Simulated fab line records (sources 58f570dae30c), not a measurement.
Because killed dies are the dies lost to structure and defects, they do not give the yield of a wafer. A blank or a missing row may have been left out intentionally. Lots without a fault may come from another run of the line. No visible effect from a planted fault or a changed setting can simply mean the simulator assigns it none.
A struck lot beside a sound one -- flow berkeley-cmos170 -- 27 out of 331 route steps
Sound: the wafers L267.1, L267.5, L267.6. Wafers struck: L280.1, L280.2, L280.6. The cause is given at the end.
Order at every step that has rows: each side's tool, ch and its chambers, its first start. Under that, the readings that differ: sound wafers -- struck wafers -- difference of the means -- sigmas: that difference in standard deviations of wafers without a fault.
alike: readings whose means differ by less than 2 such deviations, and words and numbers that are the same on both sides. not compared: withheld readings, readings that some wafer has no value for, bounds like >300 that may hide the same value, and numbers for which the record gives no deviation and whose values overlap.
Wherever a step has rows on one side only, a row that says differs or no value, or a row with sigmas, the two part there. Non-overlapping numbers with no deviation appear without sigmas and do not part them. A reading that every wafer of one side lacks parts them only if that side has two wafers or more.

first, 3 steps without rows for these wafers: UCB170_PVT_EXPOSE_03 (exposes mask NWELL, target cd 3000 nm); UCB170_PVT_PEB_04; UCB170_PVT_DEVELOP_05 (develop time 45 s).
UCB170_PVT_OVL_MEAS_06:
  sound on overlay-01, day 6 14:43; struck on overlay-02, day 9 09:05
  alike: PVT_OVL
after that, 1 step had no rows for these wafers: UCB170_PVT_IMPLANT_07.
UCB170_PVT_STRIP_08: strips in O2.
  sound on plasma-asher-04 ch 0,1, day 6 14:54; struck on plasma-asher-04 ch 0,1, day 9 09:16
  alike: drypump-motor-current-A, oes-product-au, strip-time-to-endpoint-s
  not compared: rf-hours-counter-h
UCB170_PVT_TW_MEAS_09:
  sound on film-metro-03, day 6 15:00; struck on film-metro-01, day 9 09:22
  alike: PVT_TW
then, 1 step without rows for these wafers: UCB170_GATE_WET_ETCH_00 (etches SiO2 in dHF, time 200 s).
UCB170_FIELD_THK_MEAS_91:
  sound on film-metro-03, day 6 15:08; struck on film-metro-04, day 9 09:29
reading,sound,struck,difference,sigmas
FIELD_OXIDE_LEFT_2_THK (nm),378 367 371,341 339 337,-33,-2
then, 1 step without rows for these wafers: UCB170_GATE_OXIDATION_01 (target thk 6.6 nm, ox time 1800 s).
UCB170_GATE_THK_MEAS_02:
  sound on film-metro-01, day 6 23:33; struck on film-metro-02, day 9 14:46
  alike: GATE_OXIDE_THK
then, 1 step without rows for these wafers: UCB170_GATE_ANNEAL_03 (time 1800 s).
UCB170_GATE_CVD_04: deposits poly-Si from SiH4, time 1440 s, target thk 214 nm.
  sound on lpcvd-01 ch 1, day 7 08:35; struck on lpcvd-01 ch 1, day 9 20:05
  no value came back on the struck wafers for pressure-mtorr (mTorr), sih4-flow-sccm (sccm), susceptor-temp-C (C); on the sound wafers pressure-mtorr (mTorr) reads 373.8 374.1 373.7
then, 6 steps without rows for these wafers: UCB170_GATE_COAT_06; UCB170_GATE_COAT_07 (resist thk 900 nm); UCB170_GATE_SOFTBAKE_08 (time 60 s); UCB170_GATE_EXPOSE_09 (exposes mask POLY, target cd 350 nm); UCB170_GATE_PEB_10; UCB170_GATE_DEVELOP_11 (develop time 45 s).
UCB170_GATE_CD_MEAS_12 targets a cd of 350 nm.
  sound on cd-sem-02, day 7 12:00; struck on cd-sem-02, day 9 23:19
  alike: cd-nm
UCB170_GATE_OVL_MEAS_13:
  sound on overlay-01, day 7 12:07; struck on overlay-01, day 9 23:26
reading,sound,struck,difference,sigmas
GATE_OVL (nm),3 0 17,-4 -10 -12,-15,-3
UCB170_GATE_ETCH_14: etches BARC in N2/H2.
  sound on rie-diel-01 ch 1,2,3, day 7 12:10; struck on rie-diel-02 ch 1,2,3, day 9 23:28
  alike: drypump-motor-current-A, oes-product-au, throttle-valve-pct
UCB170_GATE_ETCH_15: etches poly-Si in HBr/Cl2, stops on SiO2, time 56.3 s, target depth 278.2 nm.
  sound on rie-si-01 ch 1,2, day 7 12:12; struck on rie-si-02 ch 1,2, day 9 23:31
  alike: drypump-motor-current-A, oes-product-au, throttle-valve-pct
  not compared: rf-hours-counter-h
UCB170_GATE_STRIP_16: strips in O2.
  sound on plasma-asher-04 ch 0,1, day 7 12:15; struck on plasma-asher-01 ch 0,1, day 9 23:34
reading,sound,struck,difference,sigmas
drypump-motor-current-A (A),5.5 5.5 5.5,6.7 5.5 6.7,+0.8,+2
  alike: oes-product-au
  not compared: rf-hours-counter-h
UCB170_GATE_CD_MEAS_90 targets a cd of 350 nm.
  sound on cd-sem-01, day 7 12:21; struck on cd-sem-02, day 9 23:40
reading,sound,struck,difference,sigmas
cd-nm (nm),348.6 351.4 348.8,- - -,no value on the struck wafers,
then, 1 step without rows for these wafers: UCB170_GATE_CLEAN_17 (cleans in SPM, time 600 s).
UCB170_M3_PROBE_99:
  only the struck wafers here have rows in the record (prober-01, day 11 20:19); the sound ones have none

== WHERE THEY PART ==
At UCB170_FIELD_THK_MEAS_91 first; at UCB170_M3_PROBE_99 last (within this record only).

WHY: whatever the simulator had introduced
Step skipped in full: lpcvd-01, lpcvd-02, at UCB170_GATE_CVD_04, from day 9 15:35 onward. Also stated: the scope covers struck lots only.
